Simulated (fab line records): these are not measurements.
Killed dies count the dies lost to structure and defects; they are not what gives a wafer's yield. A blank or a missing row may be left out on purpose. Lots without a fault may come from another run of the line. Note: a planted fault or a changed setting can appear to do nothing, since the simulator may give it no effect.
Which tool is to blame?	flow berkeleyCmos170	16 lots, 48 wafers sampled, at 4 steps of a route of 331

## WHAT THE GAUGES SHOWED, per wafer
UCB170_SCREENOX_THK_MEAS_02.
lot	measured	on	SCREENOX_OXIDE_THK (nm)
L455	day 6 03:05	filmMetro-02	14.5 14.7 14.4
L457	day 6 03:05	filmMetro-01	14.8 14.7 14.7
L456	day 6 03:06	filmMetro-03	14.7 14.7 14.9
L459	day 6 19:37	filmMetro-03	14.4 14.7 14.6
L461	day 6 19:38	filmMetro-02	14.5 14.4 14.3
L463	day 7 01:41	filmMetro-03	14.6 14.4 14.6
L462	day 7 01:42	filmMetro-02	14.7 14.8 14.5
L464	day 7 09:46	filmMetro-03	14.6 14.2 14.3
L465	day 7 22:36	filmMetro-01	13.9 13.9 13.5
L466	day 8 05:42	filmMetro-03	14.6 14.7 14.6
L467	day 8 05:42	filmMetro-01	13.9 14.1 13.7
L471	day 8 15:35	filmMetro-02	15.0 14.8 14.5
L472	day 9 02:41	filmMetro-02	14.7 14.8 14.6
L474	day 9 12:38	filmMetro-03	14.4 14.1 14.4
L475	day 10 08:34	filmMetro-01	14.2 14.2 14.3
L477	day 10 10:26	filmMetro-01	14.0 14.0 13.8

UCB170_V2_CD_MEAS_12: target cd 700 nm.
lot	measured	on	cdNm (nm)
L455	day 8 13:40	cdSem-01	700.8 701.3 700.9
L457	day 8 17:29	cdSem-02	700.0 700.3 701.5
L456	day 8 13:05	cdSem-01	700.8 700.5 702.4
L459	day 9 04:38	cdSem-02	696.1 695.9 697.1
L461	day 9 03:38	cdSem-01	700.3 699.4 700.7
L463	day 9 11:53	cdSem-01	698.6 698.1 699.5
L462	day 9 12:29	cdSem-02	730.5 730.8 731.3 730.1 730.7 731.5
L464	day 9 19:34	cdSem-01	724.8 722.9 723.6 724.5 723.1 723.8
L465	day 10 16:59	cdSem-01	719.8 721.6 721.0 719.8 721.6 720.6
L466	day 10 22:22	cdSem-01	699.3 698.7 699.1
L467	day 10 22:39	cdSem-01	714.1 712.7 714.4 713.9 712.9 714.5
L471	day 11 12:06	cdSem-02	697.9 699.2 699.2
L472	day 11 13:41	cdSem-02	701.3 701.3 700.2
L474	day 11 22:19	cdSem-01	700.6 699.6 700.6
L475	day 12 18:04	cdSem-02	697.7 698.3 696.4
L477	day 12 17:23	cdSem-02	702.9 703.9 703.1

## WHAT TOOL EACH LOT RAN ON (gives the tool, then ch and the chambers of the sampled wafers, and finally the start)
lot	UCB170_V1_ETCH_14	UCB170_V2_EXPOSE_09
L455	rieDiel-04 ch 0,2,3, day 8 07:24	krfScanner-02 ch 0, day 8 13:03
L457	rieDiel-03 ch 0,2,3, day 8 12:11	krfScanner-02 ch 0, day 8 17:06
L456	rieDiel-03 ch 0,3, day 8 07:12	krfScanner-01 ch 0, day 8 11:55
L459	rieDiel-04 ch 0,1, day 8 20:50	krfScanner-01 ch 0, day 9 03:40
L461	rieDiel-03 ch 0,1,3, day 8 20:05	krfScanner-01 ch 0, day 9 03:00
L463	rieDiel-02 ch 0,1,3, day 9 04:31	krfScanner-02 ch 0, day 9 11:30
L462	rieDiel-04 ch 0,3, day 9 04:56	krfScanner-01 ch 0, day 9 12:05
L464	rieDiel-03 ch 1,2,3, day 9 14:55	krfScanner-01 ch 0, day 9 19:10
L465	rieDiel-03 ch 0,1,2, day 10 11:42	krfScanner-01 ch 0, day 10 16:36
L466	rieDiel-02 ch 0,1,3, day 10 16:22	krfScanner-02 ch 0, day 10 21:46
L467	rieDiel-03 ch 0,1, day 10 16:31	krfScanner-01 ch 0, day 10 22:01
L471	rieDiel-02 ch 0,1,3, day 11 06:37	krfScanner-02 ch 0, day 11 11:43
L472	rieDiel-04 ch 2,3, day 11 08:10	krfScanner-02 ch 0, day 11 13:14
L474	rieDiel-02 ch 0,1,2, day 11 16:25	krfScanner-02 ch 0, day 11 21:40
L475	rieDiel-02 ch 0,1,2, day 12 11:36	krfScanner-02 ch 0, day 12 17:40
L477	rieDiel-04 ch 0,2, day 12 11:29	krfScanner-02 ch 0, day 12 16:59
- UCB170_V1_ETCH_14: etches SiO2 in CHF3/CF4/Ar, stops on Al, target depth 1250 nm, time 291 s.
- UCB170_V2_EXPOSE_09: exposes mask VIA2, target cd 700 nm.

## WHAT THE TOOLS THEMSELVES READ (means of the sampled wafers that have a number; where no wafer has one, the mark that the record gives instead)
UCB170_V1_ETCH_14.
lot	tool	drypumpMotorCurrentA (A)	oesProductAu (a.u.)	throttleValvePct (%)
L455	rieDiel-04	5.5	0.865	6.99
L457	rieDiel-03	5.9	0.870	6.95
L456	rieDiel-03	5.9	0.870	6.94
L459	rieDiel-04	5.5	0.876	7.07
L461	rieDiel-03	6.1	0.866	7.02
L463	rieDiel-02	5.3	0.866	6.95
L462	rieDiel-04	5.8	0.867	7.02
L464	rieDiel-03	5.9	0.866	7.02
L465	rieDiel-03	6.1	0.869	7.03
L466	rieDiel-02	5.3	0.871	6.94
L467	rieDiel-03	6.3	0.865	7.09
L471	rieDiel-02	5.3	0.865	6.94
L472	rieDiel-04	5.6	0.860	6.92
L474	rieDiel-02	5.8	0.880	6.95
L475	rieDiel-02	5.8	0.873	6.93
L477	rieDiel-04	5.5	0.867	7.08

UCB170_V2_EXPOSE_09.
lot	tool	exposureDoseMJCm2	reticleTempC (C)
L455	krfScanner-02	37.05	23.02
L457	krfScanner-02	37.00	22.95
L456	krfScanner-01	37.05	23.01
L459	krfScanner-01	37.01	22.97
L461	krfScanner-01	36.98	22.90
L463	krfScanner-02	37.02	23.06
L462	krfScanner-01	43.96	22.94
L464	krfScanner-01	42.58	23.07
L465	krfScanner-01	41.45	22.97
L466	krfScanner-02	36.98	23.04
L467	krfScanner-01	40.26	22.91
L471	krfScanner-02	37.01	22.92
L472	krfScanner-02	36.97	23.10
L474	krfScanner-02	36.98	23.08
L475	krfScanner-02	37.03	22.97
L477	krfScanner-02	36.95	23.12

## THE ANSWER, worked out from the rows above alone
Rule: usual is defined by the lots themselves. Put in order of their means at a reading, lots are off if they are a third of the lots or fewer, leave a main group of 4 or more, and stand apart from it by a gap of 3 or more times the standard deviation of the main group's means; of several such gaps the widest counts. The tables above print the reading to a certain number of digits; a main group whose means all agree to those digits is not used. Also off: a lot with no number at a reading for which 4 or more lots have one. Where the step has rows for the other lots, those lots are counted as sound. The gauges are gone through in route order, then the tools' own readings, and for those a lot's mean is taken as printed above. The first step at which some lot is off is used, and at that step the reading that is off furthest; a lot without a number counts as furthest.
Off, at UCB170_V2_CD_MEAS_12 on cdNm: L462, L464, L465, L467. The main group: mean 699.8 nm, standard deviation 1.8.
A tool fits if, at a process step before that reading, it ran every lot that is off, and no sound lot after the first of them. The gauges at UCB170_V2_CD_MEAS_12 aren't tried: what is off there is off at UCB170_V2_EXPOSE_09 too, on other tools, and a gauge's error can't cause that. One candidate fits, namely krfScanner-01 at UCB170_V2_EXPOSE_09. A fault onset in the window from L459 (day 9 03:40, its last sound lot) to L462 (day 9 12:05, its first lot off) fits.
The tool's own readings at UCB170_V2_EXPOSE_09 bear it out: on the lots that are off they differ by more than 5 times the standard deviation of the sound lots' means. exposureDoseMJCm2 reads 42.06 there against 37.00 on the sound lots.

## WHAT THE SIMULATOR HAD INSERTED
Process parameters drifting: krfScanner-01 at UCB170_V2_EXPOSE_09, beginning at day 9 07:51. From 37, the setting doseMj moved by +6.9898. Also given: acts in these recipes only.
Lots struck among those shown: L462, L464, L465, L467. This agrees with what the rule above found.
